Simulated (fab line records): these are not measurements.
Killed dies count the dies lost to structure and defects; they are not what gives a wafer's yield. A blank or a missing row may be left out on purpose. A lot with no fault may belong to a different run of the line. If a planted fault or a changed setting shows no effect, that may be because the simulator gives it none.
fab line records    flow ritCmos    part 2 of 2: steps 29 to 29 of 29
[record] lots = 5  wafers = 23
route steps=202 shown GATE@81 REOX@101 NLDD@104 PLDD@119 SPACER@125 NSD@139 PSD@150 M1@202
startH: hours from the record's first day to the start of the lot's first wafer shown    waitH: hours since the lot's step before    " the same as in the row above    L1.1+2: one row covering several wafers at once    - no value, or no start was given    * or withheld: withheld    < > ~ a bound
route shown NAME@n: NAME is a module with steps in the file, n the number in the route of the first one    usual: average and standard deviation across the fault-free wafers    same: alike in all rows    chamber/n: place in a boat    sites: each site's reading    _std_site: standard deviation of those values    _edge_site: outer sites' mean less inner sites'    radiusMm: for every site, how far away it sits from the centre of the wafer    mask NAME#n: copy n    behind: tool/chamber where the wafer was last shaped    hold: why the lot went on hold/how many hours it stayed there/how the hold came to an end    device: transistor that didn't switch, given as n, p or np    end of line: the tests these same wafers got at the end of their route    where a step has no rows: the recipe by itself    killed: at the first sort, the dies lost to defects and structure; wafer yield is something else    map: a wafer's dies, x killed, . not, _ none there
set.NAME: the setting as run; set.NAME@STEP: as run at that earlier step    model.NAME: the simulator's own value behind a step, which no gauge read
one table per step and one row per wafer, for lots whose settings were changed on purpose
[[steps]]
[step RIT_M1_PROBE_99]
[usual] killedAtContacts = 0.1/0.23  killedAtFrontEnd = 7.5/2.7  killedDies = 7.6/2.6  killedOpen = 3.9/1.6  killedShort = 3.6/2
[same] grossDies = 264  killed_at_M0_to_M3 = 0  killed_at_M4_up = 0  killedAtBackSide = 0  killedAtOther = 0
lot.wafer  tool       chamber  startH  waitH  set.doseMj@GATE_EXPOSE_13  killedAtContacts  killedAtFrontEnd  killedDies  killedOpen  killedShort  model.etest.nmos_0p15.driveUaUm  model.etest.nmos_0p15.rOnOhmUm  model.etest.pmos_0p15.rOnOhmUm  model.etest.pmosTurned.rOnOhmUm
L077.1     prober-01  -        78.56   0.1    370.2                      0                 7                 7           4           2            408.9                            1167                            2750                            3288
L077.3     prober-01  -        78.66   0.2    380                        0                 8                 8           3           5            466.7                            1061                            2442                            2984
L077.4     prober-01  -        78.71   0.2    370.2                      0                 6                 6           4           1            424.4                            1172                            2844                            3339
L077.5     prober-01  -        78.76   0.2    380                        0                 4                 4           4           0            467.5                            1051                            2452                            2999
L077.6     prober-01  -        78.81   0.2    380                        0                 8                 8           4           4            470.2                            1077                            2486                            3000
L076.1     prober-02  -        80.06   0.1    371.3                      0                 9                 9           5           4            423                              1178                            2991                            3565
L076.2     prober-02  -        80.11   0.1    371.3                      0                 6                 6           1           5            429.2                            1163                            2942                            3521
L076.3     prober-02  -        80.16   0.2    380                        1                 6                 7           4           3            457.1                            1090                            2722                            3249
L076.4     prober-02  -        80.21   0.2    371.3                      0                 6                 6           5           1            433.6                            1171                            2940                            3491
L076.5     prober-02  -        80.26   0.2    380                        0                 7                 7           6           1            470.5                            1073                            2674                            3228
L078.1     prober-01  -        83.56   0.1    380                        1                 7                 8           4           4            400.3                            1312                            3164                            4059
L078.2     prober-01  -        83.61   0.1    380                        0                 6                 6           5           1            385.4                            1346                            3210                            4114
L078.3     prober-01  -        83.66   0.2    380                        0                 9                 9           5           4            413.7                            1275                            3191                            4115
L078.4     prober-01  -        83.71   0.2    380                        0                 8                 8           5           3            398                              1348                            3247                            4200
L078.5     prober-01  -        83.76   0.2    380                        0                 11                11          4           7            406.6                            1338                            3264                            4154
L079.1     prober-02  -        88.28   0.1    380                        0                 8                 8           4           4            444.2                            1216                            2793                            3514
L079.5     prober-02  -        88.48   0.2    380                        0                 8                 8           4           4            455.4                            1193                            2716                            3422
L079.6     prober-02  -        88.53   0.2    380                        0                 3                 3           0           3            456                              1176                            2741                            3455
L082.1     prober-02  -        102.58  0.1    372.2                      0                 9                 9           3           5            392.1                            1260                            3136                            3949
L082.2     prober-02  -        102.63  0.1    372.2                      0                 4                 4           2           2            414.9                            1208                            3066                            3771
L082.3     prober-02  -        102.68  0.2    380                        0                 11                11          4           7            454.4                            1150                            2867                            3631
L082.4     prober-02  -        102.73  0.2    372.2                      0                 5                 5           4           1            409.3                            1236                            3192                            3973
L082.6     prober-02  -        102.83  0.2    380                        0                 5                 5           3           2            433.9                            1142                            2867                            3597
// killed by level:class
L077.1 GATE:geometricParticle:open=2 SPACER:geometricParticle:open=2 FOX2:geometricParticle:short=1 REOX:geometricParticle:short=1 GATE:areaExpose=1
L077.3 REOX:geometricParticle:short=3 SPACER:geometricParticle:open=3 FOX2:geometricParticle:short=1 SPACER:geometricParticle:short=1
L077.4 SPACER:geometricParticle:open=3 FOX2:geometricParticle:short=1 GATE:geometricParticle:open=1 GATE:areaExpose=1
L077.5 SPACER:geometricParticle:open=2 FOX2:geometricParticle:open=1 GATE:geometricParticle:open=1
L077.6 GATE:geometricParticle:short=3 FOX1:geometricParticle:open=2 GATE:geometricParticle:open=2 FOX1:geometricParticle:short=1
L076.1 SPACER:geometricParticle:short=3 SPACER:geometricParticle:open=3 FOX1:geometricParticle:short=1 GATE:geometricParticle:open=1 SILICIDE:geometricParticle:open=1
L076.2 GATE:geometricParticle:short=3 REOX:geometricParticle:short=1 REOX:geometricParticle:open=1 SILICIDE:geometricParticle:short=1
L076.3 GATE:geometricParticle:short=2 REOX:geometricParticle:open=2 FOX1:geometricParticle:open=1 GATE:geometricParticle:open=1 CONTACT:geometricParticle:short=1
L076.4 GATE:geometricParticle:open=2 SPACER:geometricParticle:open=2 GATE:geometricParticle:short=1 SILICIDE:geometricParticle:open=1
L076.5 GATE:geometricParticle:open=2 REOX:geometricParticle:open=2 SILICIDE:geometricParticle:open=2 GATE:geometricParticle:short=1
L078.1 FOX1:geometricParticle:short=2 SPACER:geometricParticle:open=2 GATE:geometricParticle:open=1 SILICIDE:geometricParticle:short=1 SILICIDE:geometricParticle:open=1 CONTACT:geometricParticle:short=1
L078.2 GATE:geometricParticle:open=3 FOX1:geometricParticle:open=1 FOX2:geometricParticle:open=1 GATE:geometricParticle:short=1
L078.3 GATE:geometricParticle:open=2 REOX:geometricParticle:short=2 SPACER:geometricParticle:short=2 SILICIDE:geometricParticle:open=2 FOX2:geometricParticle:open=1
L078.4 FOX1:geometricParticle:open=3 FOX1:geometricParticle:short=1 GATE:geometricParticle:open=1 REOX:geometricParticle:short=1 SPACER:geometricParticle:short=1 SPACER:geometricParticle:open=1
L078.5 SILICIDE:geometricParticle:short=3 SPACER:geometricParticle:short=2 SPACER:geometricParticle:open=2 FOX2:geometricParticle:short=1 GATE:geometricParticle:short=1 REOX:geometricParticle:open=1 SILICIDE:geometricParticle:open=1
L079.1 GATE:geometricParticle:open=2 REOX:geometricParticle:short=2 FOX1:geometricParticle:open=1 FOX1:geometricParticle:short=1 GATE:geometricParticle:short=1 SPACER:geometricParticle:open=1
L079.5 GATE:geometricParticle:open=3 GATE:geometricParticle:short=2 FOX2:geometricParticle:short=1 REOX:geometricParticle:open=1 SPACER:geometricParticle:short=1
L079.6 GATE:geometricParticle:short=1 REOX:geometricParticle:short=1 SILICIDE:geometricParticle:short=1
L082.1 SPACER:geometricParticle:short=3 GATE:geometricParticle:short=2 GATE:geometricParticle:open=1 REOX:geometricParticle:open=1 SILICIDE:geometricParticle:open=1 PLDD:coatMicrobubblePrinted=1
L082.2 GATE:geometricParticle:open=2 FOX1:geometricParticle:short=1 SPACER:geometricParticle:short=1
L082.3 FOX1:geometricParticle:short=3 GATE:geometricParticle:short=2 SPACER:geometricParticle:open=2 FOX1:geometricParticle:open=1 REOX:geometricParticle:open=1 SPACER:geometricParticle:short=1 SILICIDE:geometricParticle:short=1
L082.4 GATE:geometricParticle:open=3 FOX1:geometricParticle:short=1 FOX2:geometricParticle:open=1
L082.6 GATE:geometricParticle:short=2 FOX1:geometricParticle:open=1 REOX:geometricParticle:open=1 SILICIDE:geometricParticle:open=1
[[key]]
[split] step = RIT_GATE_OXIDATION_05  setting = oxTimeS  stated = 270  by = lot
[response] step = RIT_GATE_OXIDATION_05  reading = model.SiO2_of_GATE_OXIDATION_05.thkNm  change = +0.0165  per = 1%  r = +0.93
[split] step = RIT_GATE_CVD_08  setting = pressureMtorr  stated = 300  by = lot
[response] step = RIT_GATE_CVD_08  reading = model.poly-Si_of_GATE_CVD_08.thkNm  change = +1.27  per = 1%  r = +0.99
[response] step = RIT_GATE_THK_MEAS_09  reading = GATE_POLY_THK  change = +1.27  per = 1%  r = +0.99
[response] step = RIT_GATE_ETCH_19  reading = model.etch.depthNm  change = +1.27  per = 1%  r = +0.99
[response] step = RIT_REOX_OXIDATION_03  reading = model.poly-Si_of_GATE_CVD_08.thkNm  change = +1.37  per = 1%  r = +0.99
[split] step = RIT_GATE_EXPOSE_13  setting = doseMj  stated = 380  by = wafer
[response] step = RIT_GATE_CD_MEAS_16  reading = cdNm  change = -4.84  per = 1%  r = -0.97
[response] step = RIT_GATE_ETCH_19  reading = model.GATE.cdNm  change = -4.81  per = 1%  r = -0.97
[response] step = RIT_GATE_CD_MEAS_90  reading = cdNm  change = -4.8  per = 1%  r = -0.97
[response] step = RIT_M1_PROBE_99  reading = model.etest.pmosTurned.rOnOhmUm  change = -128  per = 1%  r = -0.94
[response] step = RIT_M1_PROBE_99  reading = model.etest.pmos_0p15.rOnOhmUm  change = -125  per = 1%  r = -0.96
[response] step = RIT_M1_PROBE_99  reading = model.etest.nmos_0p15.rOnOhmUm  change = -41  per = 1%  r = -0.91
[response] step = RIT_M1_PROBE_99  reading = model.etest.nmos_0p15.driveUaUm  change = +18.2  per = 1%  r = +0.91
[split] step = RIT_REOX_OXIDATION_03  setting = tempC  stated = 900  by = lot
[response] step = RIT_REOX_OXIDATION_03  reading = model.SiO2_of_REOX_OXIDATION_03.thkNm  change = +2.15  per = 1%  r = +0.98
[response] step = RIT_REOX_THK_MEAS_04  reading = REOX_OXIDE_THK  change = +2.16  per = 1%  r = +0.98
[response] step = RIT_SPACER_CLEAN_00  reading = model.SiO2_of_REOX_OXIDATION_03.thkNm  change = +2  per = 1%  r = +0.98
[split] step = RIT_NLDD_COAT_01  setting = spinRpm  stated = 3250  by = wafer
[response] step = RIT_NLDD_COAT_01  reading = model.NOVOLAK_of_NLDD_COAT_01.thkNm  change = -5.43  per = 1%  r = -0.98
[response] step = RIT_NLDD_HARDBAKE_07  reading = model.NOVOLAK_of_NLDD_COAT_01.thkNm  change = -4.74  per = 1%  r = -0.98
[split] step = RIT_NLDD_IMPLANT_08  setting = energyKev  stated = 20  by = wafer
[response] step = RIT_NLDD_IMPLANT_08  reading = model.implant.drpNm  change = +0.0784  per = 1%  r = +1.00
[split] step = RIT_PLDD_DEVELOP_05  setting = developTimeS  stated = 50  by = wafer
response none clear
[split] step = RIT_SPACER_CVD_03  setting = pressureMtorr  stated = 300  by = lot
[response] step = RIT_SPACER_CVD_03  reading = model.Si3N4_of_SPACER_CVD_03.thkNm  change = +0.826  per = 1%  r = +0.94
[split] step = RIT_NSD_IMPLANT_08  setting = doseCm2  stated = 1e+15  by = wafer
response none in this file
[split] step = RIT_PSD_IMPLANT_08  setting = energyKev  stated = 27  by = wafer
[response] step = RIT_PSD_IMPLANT_08  reading = model.implant.rpNm  change = +0.179  per = 1%  r = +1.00
[response] step = RIT_PSD_IMPLANT_08  reading = model.implant.drpNm  change = +0.085  per = 1%  r = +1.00
[response] step = RIT_PSD_TW_MEAS_10  reading = PSD_TW  change = +8.33  per = 1%  r = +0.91
